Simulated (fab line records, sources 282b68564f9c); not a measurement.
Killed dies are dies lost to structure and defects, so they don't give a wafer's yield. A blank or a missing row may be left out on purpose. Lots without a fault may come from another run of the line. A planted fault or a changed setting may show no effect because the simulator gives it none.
Problem report in the 8D (eight disciplines) form, filled by code | flow rit_cmos | the parts of the form that need people (team, actions taken, sign-off) are left out

1. THE PROBLEM
killed_at_front_end at RIT_M1_PROBE_99 reads a mean of 98.5 on 6 wafers of 2 lots; wafers without a fault read 7.0 with a standard deviation of 2.9. That is +32 standard deviations from the usual mean.
First seen on wafer L590.1, day 5 16:29, on prober-02. The record holds 9 wafers of 3 lots with a number at this step. Rule for "out", or "out of limits": more than 4 standard deviations from the usual mean. The other wafers with a number count as sound.

2. WHAT IT IS AND WHAT IT IS NOT
question                    | is                                              | is not
which readings at this step | killed_at_front_end, killed_dies, killed_on_rim | killed_at_M0_to_M3, killed_at_contacts, killed_open, killed_short
which lots                  | L590, L596                                      | L599
which wafers of those lots  | all that have a number                          | -
read on which tools         | prober-02                                       | prober-01
when                        | from day 5 16:29                                | up to then (0 sound wafers); but 3 sound wafers of L599 came after

3. SUSPECTS, AND WHAT RULES EACH OUT
Counting: a tool at a process step up to the reading stays a suspect if it ran every lot that is out and no sound lot after the first of them.
- furnace-03 at RIT_REOX_OXIDATION_03 (target thk 25.2 nm, ox time 5580 s): kept. It ran every lot that is out, first L590 (day 4 20:08), and no sound lot after that.
- prober-02 at RIT_M1_PROBE_99: kept. It ran every lot that is out, first L590 (day 5 16:29), and no sound lot after that. Its own readings are out on those wafers: killed_at_front_end, killed_dies, killed_on_rim.
Left after counting: furnace-03 at RIT_REOX_OXIDATION_03, prober-02 at RIT_M1_PROBE_99.

4. THE CAUSE (what the simulator had put in)
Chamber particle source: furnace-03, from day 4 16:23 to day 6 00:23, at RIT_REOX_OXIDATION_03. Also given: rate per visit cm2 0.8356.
Counting left 2 suspects, and this tool is among them.

5. THE CHAIN OF EFFECTS, in route order
Each row: a reading whose mean over the struck wafers that have a number lies more than 3 standard deviations from the usual. Only readings for which the record gives a usual standard deviation are gone through. hours: the time from each lot's start at the first step in this table that gives one to its start at this step, as a median over the lots. sigmas: the change in usual standard deviations.
hours | step            | reading             | usual | on struck wafers | change | sigmas
0     | RIT_M1_PROBE_99 | killed_at_front_end | 7.0   | 98.5             | +91.5  | +32
0     | RIT_M1_PROBE_99 | killed_dies         | 7.2   | 98.5             | +91.3  | +31
0     | RIT_M1_PROBE_99 | killed_on_rim       | 2.1   | 26.0             | +23.9  | +17
The process steps in it:
- RIT_M1_PROBE_99

6. WHAT WOULD HAVE CAUGHT IT SOONER
In this record the first reading out of limits was taken at day 5 16:29, 24 hours after the fault began at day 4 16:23.
Of the lots that are out (2), L596 began RIT_REOX_OXIDATION_03 on furnace-03 after day 5 16:29. A hold on the tool at that time would have spared it.
